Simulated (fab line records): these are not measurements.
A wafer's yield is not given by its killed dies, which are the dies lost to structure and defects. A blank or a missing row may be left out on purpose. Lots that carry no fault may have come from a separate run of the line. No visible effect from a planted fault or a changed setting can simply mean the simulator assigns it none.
Which of the tools did it?	flow rit cmos	13 lots with 38 wafers sampled at 2 steps, on a route of 202 steps

## WHAT THE GAUGES SHOWED, per wafer
The record lacks any reading of a measuring or inspecting step that a usual standard deviation could be used to judge.

## EACH LOT AND THE TOOL THAT RAN IT (in order: tool; ch and the chambers of the sampled wafers; start)
lot	RIT_M1_METAL_ETCH_12	RIT_M1_PROBE_99
L675	rie metal-02 ch 0,1, day 3 09:38	prober-01, day 3 11:54
L676	rie metal-04 ch 0,1, day 3 17:47	prober-02, day 3 20:06
L677	rie metal-03 ch 0,1, day 3 23:03	prober-01, day 4 01:22
L678	rie metal-02 ch 0,1, day 4 05:40	prober-02, day 4 07:55
L683	rie metal-03 ch 0,1, day 5 08:15	prober-02, day 5 10:32
L685	rie metal-04 ch 0,1, day 5 15:31	prober-01, day 5 17:52
L688	rie metal-04 ch 0,1, day 6 02:24	prober-01, day 6 04:46
L690	rie metal-02 ch 0,1, day 6 15:13	prober-01, day 6 17:28
L692	rie metal-02 ch 0,1, day 7 00:49	prober-02, day 7 03:08
L694	rie metal-02 ch 0,1, day 7 11:13	prober-02, day 7 13:28
L695	rie metal-03 ch 0,1, day 7 13:47	prober-01, day 7 16:02
L697	rie metal-02 ch 0,1, day 8 01:33	prober-01, day 8 03:48
L698	rie metal-03 ch 0,1, day 8 04:05	prober-02, day 8 06:23
- RIT_M1_METAL_ETCH_12: etches Al in Cl2/BCl3, stops on SiO2, time 165 s, target depth 600 nm.
- RIT_M1_PROBE_99

## WHAT THE TOOLS THEMSELVES READ (means of the sampled wafers that have a number; where no wafer has one, the mark that the record gives instead)
RIT_M1_METAL_ETCH_12.
lot	tool	bcl3 flow sccm (sccm)	chamber pressure mTorr (mTorr)	drypump motor current A (A)	oes product au (a.u.)	throttle valve pct (%)
L675	rie metal-02	49.78	100.02	6.2	0.763	8.22
L676	rie metal-04	49.97	99.96	5.5	0.767	8.36
L677	rie metal-03	50.11	100.03	6.3	0.775	8.19
L678	rie metal-02	50.00	99.97	6.2	0.767	8.22
L683	rie metal-03	49.90	99.99	6.0	0.766	8.19
L685	rie metal-04	50.12	125.06	5.6	0.769	8.36
L688	rie metal-04	50.06	133.41	5.4	0.777	8.36
L690	rie metal-02	49.91	99.97	5.6	0.763	8.26
L692	rie metal-02	49.93	99.99	5.6	0.759	8.25
L694	rie metal-02	49.94	100.02	6.2	0.766	8.22
L695	rie metal-03	49.99	99.97	6.3	0.785	8.19
L697	rie metal-02	50.01	100.05	5.6	0.754	8.27
L698	rie metal-03	50.06	100.07	6.3	0.773	8.19

RIT_M1_PROBE_99.
lot	tool	defect limited yield (%)	killed at contacts	killed at front end	killed dies	killed open	killed short	sort_bin_3_pad_short (%)	sort_bin_5_function (%)	sort_bin_6_memory (%)	sort n pass	sort yield pct (%)
L675	prober-01	96.7	0.7	8.0	8.7	4.0	3.7	0.5	2.3	0.5	255.3	96.7
L676	prober-02	97.4	0.0	7.0	7.0	3.0	4.0	0.1	1.3	1.3	257.0	97.4
L677	prober-01	96.0	0.3	10.3	10.7	5.0	5.7	0.3	2.3	1.5	253.3	96.0
L678	prober-02	97.9	0.0	5.7	5.7	3.7	2.0	0.1	1.0	1.0	258.3	97.9
L683	prober-02	97.6	0.0	6.3	6.3	2.7	2.7	0.1	1.5	0.8	257.7	97.6
L685	prober-01	98.3	0.0	4.5	4.5	1.0	3.5	0.0	1.0	0.8	259.5	98.3
L688	prober-01	98.2	0.3	4.3	4.7	2.7	2.0	0.0	0.9	0.9	259.3	98.2
L690	prober-01	97.7	0.0	6.0	6.0	4.3	1.7	0.1	1.4	0.8	258.0	97.7
L692	prober-02	97.5	0.0	6.7	6.7	3.3	3.3	0.1	1.1	1.3	257.3	97.5
L694	prober-02	97.6	0.0	6.3	6.3	4.0	2.3	0.0	1.5	0.9	257.7	97.6
L695	prober-01	97.8	0.0	5.7	5.7	2.3	3.3	0.1	0.9	1.1	258.3	97.8
L697	prober-01	97.3	0.0	7.0	7.0	3.7	3.3	0.0	1.6	1.0	257.0	97.3
L698	prober-02	98.1	0.3	4.7	5.0	2.0	3.0	0.1	0.9	0.9	259.0	98.1

## THE ANSWER, worked out from the rows above alone
Rule: what is usual is taken from the lots themselves. The widest of any qualifying gaps counts: lots, ordered by their means at a reading, are off when they make up no more than a third of the lots, leave a main group of 4 or more, and stand apart from it by 3 or more times the standard deviation of that group's means. If all means in a main group match to the digits the tables above print for the reading, that group is not used. Also off: a lot with no number at a reading for which 4 or more lots have one. Any other lot the step has rows for is counted as sound. Order of review: gauges by route order, followed by the tools' own readings, for which a lot's mean as printed above is used. At the first step where some lot is off, the reading lying furthest off is the one used; lots without a number count as furthest.
Off at RIT_M1_METAL_ETCH_12 (chamber pressure mTorr): L685, L688. For the main group the mean is 100.00 mTorr and the standard deviation 0.035.
A tool fits if, at that step or a process step before it, it ran every lot that is off, and no sound lot after the first of them. One candidate fits, namely rie metal-04 at RIT_M1_METAL_ETCH_12. A fault onset in the window from L676 (day 3 17:47, its last sound lot) to L685 (day 5 15:31, its first lot off) fits.
On the lots that are off, the tool's own readings at RIT_M1_METAL_ETCH_12 differ by more than 5 times the standard deviation of the sound lots' means, which bears it out; chamber pressure mTorr reads 129.24 mTorr there versus 100.00 mTorr on the sound lots.

## WHAT THE SIMULATOR HAD INSERTED
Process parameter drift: rie metal-04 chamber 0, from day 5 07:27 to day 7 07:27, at RIT_M1_METAL_ETCH_12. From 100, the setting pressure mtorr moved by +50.
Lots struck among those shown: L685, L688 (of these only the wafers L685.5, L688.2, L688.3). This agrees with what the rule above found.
